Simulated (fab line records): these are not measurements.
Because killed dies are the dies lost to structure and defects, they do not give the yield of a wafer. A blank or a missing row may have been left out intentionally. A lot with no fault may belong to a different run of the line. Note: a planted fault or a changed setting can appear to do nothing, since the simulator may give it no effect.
8D (eight disciplines) problem report, filled in by code	flow berkeley-cmos170	the parts of the form that need people (team, actions taken, sign-off) are left out

== 1. WHAT IS WRONG ==
Wafers free of any fault read 558 nm (standard deviation 11) for FIELD_OXIDE_THK at UCB170_FIELD_THK_MEAS_02, against a mean of 467 nm on 9 wafers of 3 lots. That is -8.3 standard deviations from the usual mean.
Earliest sighting: wafer L440.4 on film-metro-04 at day 7 04:50. The record holds 45 wafers of 15 lots with a number at this step. By rule, "out" or "out of limits" means more than 4 standard deviations away from the usual mean. All remaining wafers that have a number are taken as sound.

== 2. WHAT IT IS AND WHAT IT IS NOT ==
question	is	is not
which readings at this step	FIELD_OXIDE_THK	-
which lots	L439, L440, L441	L430, L431, L432, L433, L434, L435, L436, L437, L438, L451, L452, L453
which wafers of those lots	all that have a number	-
read on which gauges	film-metro-02, film-metro-03, film-metro-04	-
when	from day 7 04:50	up to then (27 sound wafers); but 9 sound wafers of L451, L452, L453 came after

== 3. THE SUSPECTS, EACH WITH WHAT RULES IT OUT ==
Counting: a tool stays on the suspect list if, at a process step up to the reading, it processed all lots that are out and no sound lot following the first of them.
- the gauge at UCB170_FIELD_THK_MEAS_02: ruled out. Those wafers that are out were read across 3 gauges (film-metro-02, film-metro-03, film-metro-04).
- furnace-04 at UCB170_FIELD_OXIDATION_01 (target thk 558.3 nm, ox time 7200 s): kept. It ran every lot that is out, first L439 (day 7 01:48), and no sound lot after that; its last sound lot up to then is L437 (day 6 17:18). Out on those wafers are its own readings of spike-tc-centre-C, spike-tc-load-C, spike-tc-source-C, tube-center-temp-C, tube_center_temp_C_max.
Left after counting: furnace-04 at UCB170_FIELD_OXIDATION_01.

== 4. THE CAUSE (what the simulator had put in) ==
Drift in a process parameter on furnace-04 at UCB170_FIELD_OXIDATION_01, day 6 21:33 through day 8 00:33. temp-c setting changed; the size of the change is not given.
This tool alone remained once counting was done.

== 5. SEQUENCE OF EFFECTS, ordered by route ==
One row per reading whose mean, taken over the struck wafers that have a number, lies over 3 standard deviations from the usual. Scope: only readings with a usual standard deviation given in the record; hours: median across lots of the time from each lot's start at the first step in this table that gives one to its start at this step; sigmas: change in usual standard deviations.
hours	step	reading	usual	on struck wafers	change	sigmas
0	UCB170_FIELD_OXIDATION_01	spike-tc-centre-C	1001.9 C	976.8	-25.1	-25
0	UCB170_FIELD_OXIDATION_01	spike-tc-load-C	1026.9 C	1001.5	-25.4	-23
0	UCB170_FIELD_OXIDATION_01	spike-tc-source-C	1024.9 C	1000.7	-24.2	-9.7
0	UCB170_FIELD_OXIDATION_01	tube-center-temp-C	999.99 C	974.99	-25.00	-99 or more
0	UCB170_FIELD_OXIDATION_01	tube_center_temp_C_max	1002.7	977.7	-25.0	-51
3	UCB170_FIELD_THK_MEAS_02	FIELD_OXIDE_THK	558 nm	467	-91	-8.3
11	UCB170_FIELD_THK_MEAS_90	FIELD_OXIDE_LEFT_1_THK	442 nm	350	-92	-8.3
33	UCB170_FIELD_THK_MEAS_91	FIELD_OXIDE_LEFT_2_THK	353 nm	263	-90	-8.2
The process steps in it:
- UCB170_FIELD_OXIDATION_01: target thk 558.3 nm, ox time 7200 s.

== 6. HOW IT WOULD HAVE BEEN CAUGHT EARLIER ==
7 hours passed between the start of the fault at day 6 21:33 and the first reading out of limits at a measuring or inspecting step in this record, taken at day 7 04:50.
At UCB170_FIELD_OXIDATION_01, the tool's own readings (spike-tc-centre-C, spike-tc-load-C, spike-tc-source-C, tube-center-temp-C, tube_center_temp_C_max) were out on each struck wafer the step has a row for, so an alarm limit on them would have fired on the first such wafer.
By day 7 04:50, every lot that is out (3) had started UCB170_FIELD_OXIDATION_01 on furnace-04. Tool hold at that time: it would have spared none of them.
